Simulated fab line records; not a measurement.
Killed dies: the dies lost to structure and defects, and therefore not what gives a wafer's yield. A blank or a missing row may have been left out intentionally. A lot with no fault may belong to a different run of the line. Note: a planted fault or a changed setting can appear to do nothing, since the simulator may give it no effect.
2 desks, one fault | flow rit cmos | every desk sees just its own numbers, and what lay behind them comes last

## AT THE METROLOGY DESK
What the gauges read, lot by lot, whatever tool the lot ran on: means of the sampled wafers that have a number. The brackets show how far a lot's mean lies from the usual mean; more than 4 standard deviations puts the lot out of limits, marked OUT.
Columns: A = cd nm at RIT_CONTACT_CD_MEAS_90, usual 1000.0 nm; B = M1_OVL at RIT_M1_OVL_MEAS_10, usual -0.4 nm
lot  | first seen here | A      | B
L151 | day 3 10:01     | 999.8  | -1.1
L153 | day 3 20:21     | 1000.1 | -0.4
L154 | day 4 02:41     | 997.9  | 0.8
L155 | day 4 09:45     | 999.8  | 0.1
L156 | day 4 11:55     | 1001.4 | -0.9
L159 | day 4 21:08     | 1000.3 | -1.0
L160 | day 5 03:10     | 1000.8 | 1.5
L161 | day 5 10:37     | 998.3  | -0.4
L162 | day 5 13:13     | 999.3  | 1.4
L163 | day 5 17:38     | 1001.8 | -0.3
L170 | day 7 03:45     | 1001.1 | -1.1
L172 | day 7 15:38     | 1002.7 | -1.1
L173 | day 7 20:05     | 997.2  | -0.5
This desk's finding: nothing out of limits on any of the 13 lots.

## FOR THE TOOL OWNER'S DESK: rie metal-04
The tool's own readings at RIT_M1_METAL_ETCH_12 (etches Al in Cl2/BCl3, stops on SiO2, time 165 s, target depth 600 nm): means of the sampled wafers that have a number, for each lot that ran on this tool. The brackets show how far a lot's mean lies from the usual mean; more than 4 standard deviations puts the lot out of limits, marked OUT.
Columns: A = drypump motor current A at RIT_M1_METAL_ETCH_12, usual 5.6 A; B = oes product au at RIT_M1_METAL_ETCH_12, usual 0.772 a.u.; C = throttle valve pct at RIT_M1_METAL_ETCH_12, usual 8.30 %
lot  | first seen here | A   | B                | C
L151 | day 3 12:26     | 5.6 | 0.774            | 8.22
L154 | day 4 05:04     | 5.5 | 0.770            | 8.22
L156 | day 4 14:17     | 5.5 | 0.780            | 8.22
L160 | day 5 05:31     | 5.4 | 0.766            | 8.32
L163 | day 5 19:52     | 5.5 | 0.727 (-4.7) OUT | 8.32
This desk finds L163 out of limits, L163 being first, at day 5 19:52 (oes product au at RIT_M1_METAL_ETCH_12). Within limits: L151, L154, L156, L160.

## BROUGHT TOGETHER
The tool owner's desk could have raised an alarm at day 5 19:52, on L163.
From the metrology desk's view, nothing was out of limits.
The metrology desk has L163 on record, within its limits.
Of the lots named, all ran RIT_M1_METAL_ETCH_12 on rie metal-04.

## WHAT HAD BEEN PUT IN BY THE SIMULATOR
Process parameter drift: rie metal-04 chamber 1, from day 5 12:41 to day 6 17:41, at RIT_M1_METAL_ETCH_12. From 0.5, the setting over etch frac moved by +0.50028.
Lots struck among those shown: L163.
How many hours passed from the start of the fault until each desk's first out-of-limits reading: the tool owner's desk, 7.
